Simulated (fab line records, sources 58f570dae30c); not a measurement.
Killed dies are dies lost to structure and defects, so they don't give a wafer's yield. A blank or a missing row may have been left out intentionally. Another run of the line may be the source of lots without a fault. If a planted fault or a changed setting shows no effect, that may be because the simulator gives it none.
Which tool is to blame? / flow berkeley cmos170 / Sampling: 7 lots, 21 wafers, 2 of 331 route steps

== WHAT THE GAUGES READ, wafer by wafer ==
UCB170_V2_CD_MEAS_12: target cd 700 nm.
lot=L909; measured=day 7 23:41; on=cd sem-02; cd nm (nm)=700.7 700.3 700.8
lot=L911; measured=day 8 06:35; on=cd sem-01; cd nm (nm)=700.2 701.5 700.7
lot=L914; measured=day 9 10:02; on=cd sem-02; cd nm (nm)=698.5 698.7 698.7
lot=L918; measured=day 9 10:29; on=cd sem-02; cd nm (nm)=701.8 701.4 700.3
lot=L920; measured=day 9 21:40; on=cd sem-02; cd nm (nm)=700.9 700.2 700.8
lot=L922; measured=day 10 18:32; on=cd sem-02; cd nm (nm)=698.2 698.7 698.9
lot=L927; measured=day 11 19:01; on=cd sem-01; cd nm (nm)=709.7 709.6 710.2

== TOOL THAT RAN EACH LOT (tool first, then ch and the chambers of the sampled wafers, then the start) ==
lot=L909; UCB170_V2_EXPOSE_09=krf scanner-01 ch 0, day 7 23:07
lot=L911; UCB170_V2_EXPOSE_09=krf scanner-02 ch 0, day 8 06:12
lot=L914; UCB170_V2_EXPOSE_09=krf scanner-02 ch 0, day 9 08:59
lot=L918; UCB170_V2_EXPOSE_09=krf scanner-01 ch 0, day 9 09:38
lot=L920; UCB170_V2_EXPOSE_09=krf scanner-02 ch 0, day 9 21:17
lot=L922; UCB170_V2_EXPOSE_09=krf scanner-02 ch 0, day 10 18:08
lot=L927; UCB170_V2_EXPOSE_09=krf scanner-01 ch 0, day 11 18:36
- UCB170_V2_EXPOSE_09: exposes mask VIA2, target cd 700 nm.

== THE ANSWER, worked out from the rows above alone ==
Rule: the lots themselves supply what counts as usual. Put in order of their means at a reading, lots are off if they are a third of the lots or fewer, leave a main group of 4 or more, and stand apart from it by a gap of 3 or more times the standard deviation of the main group's means; of several such gaps the widest counts. The tables above print the reading to a certain number of digits; a main group whose means all agree to those digits is not used. Also off: a lot with no number at a reading for which 4 or more lots have one. All remaining lots with rows at the step are treated as sound.
Off, at UCB170_V2_CD_MEAS_12 on cd nm: L927. The main group: mean 700.1 nm, standard deviation 1.
If a tool, at a process step before that reading, ran all the lots that are off and no sound lot after the first of them, it fits. The gauges at UCB170_V2_CD_MEAS_12 are tried like those tools. 2 tools fit, krf scanner-01 at UCB170_V2_EXPOSE_09 and cd sem-01 at UCB170_V2_CD_MEAS_12, so this cannot tell which one it is.

== WHAT THE SIMULATOR HAD PUT IN ==
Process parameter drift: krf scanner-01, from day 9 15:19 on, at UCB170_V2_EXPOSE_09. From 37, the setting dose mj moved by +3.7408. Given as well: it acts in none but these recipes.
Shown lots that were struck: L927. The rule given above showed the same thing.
